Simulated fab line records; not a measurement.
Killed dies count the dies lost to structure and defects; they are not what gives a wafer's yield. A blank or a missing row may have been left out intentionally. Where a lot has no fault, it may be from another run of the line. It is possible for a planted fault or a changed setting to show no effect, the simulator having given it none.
Code-filled problem report in 8D (eight disciplines) form / flow berkeley-cmos170 / the parts of the form that need people (team, actions taken, sign-off) are left out

## 1. WHAT WENT WRONG
At UCB170_M2_METAL_ETCH_18, run-length-s averages 266.0 s over 4 wafers from 2 lots, while fault-free wafers read 223.1 s, standard deviation 0.44. That puts it +97 standard deviations away from the usual mean.
The step: etches Al in Cl2/BCl3, stops on SiO2, target depth 1170 nm, time 195 s.
First observed at day 9 19:50: wafer L458.4, on rie-metal-02. The record has a number at this step for 42 wafers belonging to 14 lots. By rule, "out" or "out of limits" means more than 4 standard deviations away from the usual mean. Any other wafer with a number is counted as sound.

## 2. WHAT IT IS AND WHAT IT IS NOT
question=which readings at this step | is=run-length-s, oes-product-au | is not=drypump-motor-current-A, rf-fwd-power-W, throttle-valve-pct
question=which lots | is=L458, L460 | is not=L447, L449, L450, L452, L453, L454, L456, L457, L466, L468, L469, L470
question=which wafers of those lots | is=L458.4, L458.5, L460.1, L460.3 | is not=L458.6, L460.2
question=read on which tools | is=rie-metal-02 | is not=rie-metal-01, rie-metal-03
question=when | is=from day 9 19:50 | is not=up to then (25 sound wafers); but 13 sound wafers of L460, L466, L468, L469, L470 came after

## 3. THE SUSPECTS, EACH WITH WHAT RULES IT OUT
Counting: if a tool at a process step up to the reading ran every lot that is out, it stays a suspect. Sound lots after the first of them don't rule it out here, since some wafers of a struck lot are sound.
- rie-metal-02 at UCB170_M2_METAL_ETCH_18 (etches Al in Cl2/BCl3, stops on SiO2, target depth 1170 nm, time 195 s): kept. Ran every lot that is out, first one L458 (day 9 19:50); last sound lot up to then L453 (day 9 01:20). Its own oes-product-au, run-length-s readings are out on those wafers.
- At UCB170_M2_METAL_ETCH_18 on rie-metal-02, chamber 1 took the sound wafers of the same lots and chamber 0 took the wafers that are out.
Left after counting: rie-metal-02 at UCB170_M2_METAL_ETCH_18.

## 4. THE CAUSE (what the simulator had put in)
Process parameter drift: rie-metal-02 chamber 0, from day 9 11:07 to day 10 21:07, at UCB170_M2_METAL_ETCH_18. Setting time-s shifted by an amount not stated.
The count eliminated every tool but this one.

## 5. THE EFFECT CHAIN, in route order
Rows list readings where the struck wafers' mean (over those with a number) sits beyond 3 standard deviations from the usual. Scope: only readings with a usual standard deviation given in the record; hours: median across lots of the time from each lot's start at the first step in this table that gives one to its start at this step; sigmas: change in usual standard deviations.
hours=0; step=UCB170_M2_METAL_ETCH_18; reading=oes-product-au; usual=0.856 a.u.; on struck wafers=0.758; change=-0.098; sigmas=-7.6
hours=0; step=UCB170_M2_METAL_ETCH_18; reading=run-length-s; usual=223.1 s; on struck wafers=266.0; change=+42.9; sigmas=+97
hours=0; step=UCB170_M2_STRIP_19; reading=oes-product-au; usual=0.543 a.u.; on struck wafers=0.397; change=-0.146; sigmas=-13
Process steps it contains:
- UCB170_M2_METAL_ETCH_18: etches Al in Cl2/BCl3, stops on SiO2, target depth 1170 nm, time 195 s.
- UCB170_M2_STRIP_19: strips in O2.
At these later measuring or inspecting steps, every struck wafer for which the step has a row has a number for every such reading, and none has moved that far: UCB170_V2_OVL_MEAS_13.

## 6. HOW IT WOULD HAVE BEEN CAUGHT EARLIER
First out-of-limits reading in this record: day 9 19:50, which is 9 hours after fault onset at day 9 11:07.
